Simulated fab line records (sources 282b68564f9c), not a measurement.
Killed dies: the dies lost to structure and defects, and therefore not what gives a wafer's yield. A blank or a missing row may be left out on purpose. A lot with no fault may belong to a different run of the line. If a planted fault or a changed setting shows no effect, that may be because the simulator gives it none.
Check of tool commonality || flow rit cmos || Sampled: 15 lots, 45 wafers

## WHAT PROMPTED THE OPENING
At RIT_PSD_TW_MEAS_10 the reading PSD_TW is flagged on 3 of 15 lots. Wafers without a fault read 3434, standard deviation 23.
Rule: a lot is flagged when every wafer of it that has a number lies more than 4 standard deviations from that mean, or none has a number. All remaining lots are regarded as sound.

{"lot": "L984", "measured": "day 3 04:37", "on": "film metro-02", "PSD_TW, wafer by wafer": "3460 3467 3466", "flag": ""}
{"lot": "L985", "measured": "day 3 07:38", "on": "film metro-01", "PSD_TW, wafer by wafer": "3398 3401 3404", "flag": ""}
{"lot": "L991", "measured": "day 4 13:48", "on": "film metro-04", "PSD_TW, wafer by wafer": "3147 3132 3123", "flag": "FLAGGED"}
{"lot": "L992", "measured": "day 4 21:11", "on": "film metro-04", "PSD_TW, wafer by wafer": "3120 3124 3117", "flag": "FLAGGED"}
{"lot": "L994", "measured": "day 5 05:17", "on": "film metro-01", "PSD_TW, wafer by wafer": "3113 3129 3118", "flag": "FLAGGED"}
{"lot": "L998", "measured": "day 6 00:10", "on": "film metro-04", "PSD_TW, wafer by wafer": "3437 3439 3436", "flag": ""}
{"lot": "L999", "measured": "day 6 06:07", "on": "film metro-02", "PSD_TW, wafer by wafer": "3468 3466 3450", "flag": ""}
{"lot": "L100", "measured": "day 6 11:23", "on": "film metro-01", "PSD_TW, wafer by wafer": "3458 3456 3451", "flag": ""}
{"lot": "L101", "measured": "day 6 15:46", "on": "film metro-01", "PSD_TW, wafer by wafer": "3451 3425 3428", "flag": ""}
{"lot": "L102", "measured": "day 7 01:19", "on": "film metro-04", "PSD_TW, wafer by wafer": "3436 3418 3420", "flag": ""}
{"lot": "L103", "measured": "day 7 09:10", "on": "film metro-01", "PSD_TW, wafer by wafer": "3404 3406 3398", "flag": ""}
{"lot": "L104", "measured": "day 7 14:55", "on": "film metro-01", "PSD_TW, wafer by wafer": "3403 3418 3405", "flag": ""}
{"lot": "L105", "measured": "day 7 16:23", "on": "film metro-02", "PSD_TW, wafer by wafer": "3464 3463 3466", "flag": ""}
{"lot": "L106", "measured": "day 8 00:45", "on": "film metro-01", "PSD_TW, wafer by wafer": "3387 3384 3396", "flag": ""}
{"lot": "L107", "measured": "day 8 12:43", "on": "film metro-01", "PSD_TW, wafer by wafer": "3415 3405 3427", "flag": ""}
The numbers of the flagged lots are 3125 on average: -309 against the usual, or -13 standard deviations.

## WHICH TOOL EACH LOT WENT THROUGH
2 process steps preceding the reading are held in the record, out of 202 steps in the route. Each cell gives the tool, then ch followed by the chambers the sampled wafers passed through, then the start.
{"lot": "L984", "flag": "", "RIT_SPACER_ETCHBACK_05": "rie diel-04 ch 0,1,3, day 3 01:41", "RIT_PSD_IMPLANT_08": "implanter-01 ch 0, day 3 04:17"}
{"lot": "L985", "flag": "", "RIT_SPACER_ETCHBACK_05": "rie diel-03 ch 1,2,3, day 3 04:29", "RIT_PSD_IMPLANT_08": "implanter-04 ch 0, day 3 07:19"}
{"lot": "L991", "flag": "FLAGGED", "RIT_SPACER_ETCHBACK_05": "rie diel-02 ch 1,3, day 4 10:24", "RIT_PSD_IMPLANT_08": "implanter-02 ch 0, day 4 13:29"}
{"lot": "L992", "flag": "FLAGGED", "RIT_SPACER_ETCHBACK_05": "rie diel-04 ch 0,2,3, day 4 18:06", "RIT_PSD_IMPLANT_08": "implanter-02 ch 0, day 4 20:53"}
{"lot": "L994", "flag": "FLAGGED", "RIT_SPACER_ETCHBACK_05": "rie diel-02 ch 2,3, day 5 02:12", "RIT_PSD_IMPLANT_08": "implanter-02 ch 0, day 5 04:58"}
{"lot": "L998", "flag": "", "RIT_SPACER_ETCHBACK_05": "rie diel-02 ch 0,1,3, day 5 21:07", "RIT_PSD_IMPLANT_08": "implanter-01 ch 0, day 5 23:51"}
{"lot": "L999", "flag": "", "RIT_SPACER_ETCHBACK_05": "rie diel-02 ch 0,2,3, day 6 03:02", "RIT_PSD_IMPLANT_08": "implanter-04 ch 0, day 6 05:48"}
{"lot": "L100", "flag": "", "RIT_SPACER_ETCHBACK_05": "rie diel-02 ch 0,3, day 6 08:13", "RIT_PSD_IMPLANT_08": "implanter-04 ch 0, day 6 11:04"}
{"lot": "L101", "flag": "", "RIT_SPACER_ETCHBACK_05": "rie diel-03 ch 1,2, day 6 12:26", "RIT_PSD_IMPLANT_08": "implanter-04 ch 0, day 6 15:26"}
{"lot": "L102", "flag": "", "RIT_SPACER_ETCHBACK_05": "rie diel-02 ch 1,3, day 6 22:15", "RIT_PSD_IMPLANT_08": "implanter-04 ch 0, day 7 01:01"}
{"lot": "L103", "flag": "", "RIT_SPACER_ETCHBACK_05": "rie diel-04 ch 0,2, day 7 05:55", "RIT_PSD_IMPLANT_08": "implanter-01 ch 0, day 7 08:51"}
{"lot": "L104", "flag": "", "RIT_SPACER_ETCHBACK_05": "rie diel-03 ch 1,3, day 7 11:50", "RIT_PSD_IMPLANT_08": "implanter-01 ch 0, day 7 14:37"}
{"lot": "L105", "flag": "", "RIT_SPACER_ETCHBACK_05": "rie diel-02 ch 1,2, day 7 13:24", "RIT_PSD_IMPLANT_08": "implanter-01 ch 0, day 7 16:04"}
{"lot": "L106", "flag": "", "RIT_SPACER_ETCHBACK_05": "rie diel-04 ch 0,3, day 7 21:34", "RIT_PSD_IMPLANT_08": "implanter-01 ch 0, day 8 00:25"}
{"lot": "L107", "flag": "", "RIT_SPACER_ETCHBACK_05": "rie diel-04 ch 0,2,3, day 8 09:32", "RIT_PSD_IMPLANT_08": "implanter-01 ch 0, day 8 12:23"}
What is done by these steps:
- RIT_SPACER_ETCHBACK_05: etches Si3N4 in SF6/CHF3, stops on SiO2, target depth 250 nm, time 240 s.
- RIT_PSD_IMPLANT_08
- RIT_PSD_TW_MEAS_10

## FLAGGED OVER TOTAL, TOOL BY TOOL (the gauges that took the reading come last)
{"step": "RIT_SPACER_ETCHBACK_05", "tool": "rie diel-02", "lots run": 7, "flagged": 2, "share of the flagged lots": "some", "sound lots run after its first flagged lot": "5 (L998,L999,L100,L102,L105)"}
{"step": "RIT_SPACER_ETCHBACK_05", "tool": "rie diel-03", "lots run": 3, "flagged": 0, "share of the flagged lots": "none", "sound lots run after its first flagged lot": "-"}
{"step": "RIT_SPACER_ETCHBACK_05", "tool": "rie diel-04", "lots run": 5, "flagged": 1, "share of the flagged lots": "some", "sound lots run after its first flagged lot": "3 (L103,L106,L107)"}
{"step": "RIT_PSD_IMPLANT_08", "tool": "implanter-01", "lots run": 7, "flagged": 0, "share of the flagged lots": "none", "sound lots run after its first flagged lot": "-"}
{"step": "RIT_PSD_IMPLANT_08", "tool": "implanter-02", "lots run": 3, "flagged": 3, "share of the flagged lots": "all", "sound lots run after its first flagged lot": 0}
{"step": "RIT_PSD_IMPLANT_08", "tool": "implanter-04", "lots run": 5, "flagged": 0, "share of the flagged lots": "none", "sound lots run after its first flagged lot": "-"}
{"step": "RIT_PSD_TW_MEAS_10", "tool": "film metro-01", "lots run": 8, "flagged": 1, "share of the flagged lots": "some", "sound lots run after its first flagged lot": "6 (L100,L101,L103,L104,L106,L107)"}
{"step": "RIT_PSD_TW_MEAS_10", "tool": "film metro-02", "lots run": 3, "flagged": 0, "share of the flagged lots": "none", "sound lots run after its first flagged lot": "-"}
{"step": "RIT_PSD_TW_MEAS_10", "tool": "film metro-04", "lots run": 4, "flagged": 2, "share of the flagged lots": "some", "sound lots run after its first flagged lot": "2 (L998,L102)"}

## WHAT IS ALLOWED BY THE TABLE
All flagged lots share 1 row of the table, namely implanter-02 at RIT_PSD_IMPLANT_08.
- implanter-02 at RIT_PSD_IMPLANT_08: 3 of its 3 lots flagged. No sound lot ran on it before its first flagged lot in this sample; the start therefore can't be narrowed down. Its own readings lie more than 4 standard deviations out on every wafer of the flagged lots: beam energy keV.
What remains is a single tool, implanter-02 at RIT_PSD_IMPLANT_08.

## WHAT THE SIMULATOR HAD PUT IN
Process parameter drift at RIT_PSD_IMPLANT_08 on implanter-02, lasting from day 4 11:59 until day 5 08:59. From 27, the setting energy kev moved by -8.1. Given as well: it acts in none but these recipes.
Struck lots among those shown: L991, L992, L994. This agrees with what the rule above found.
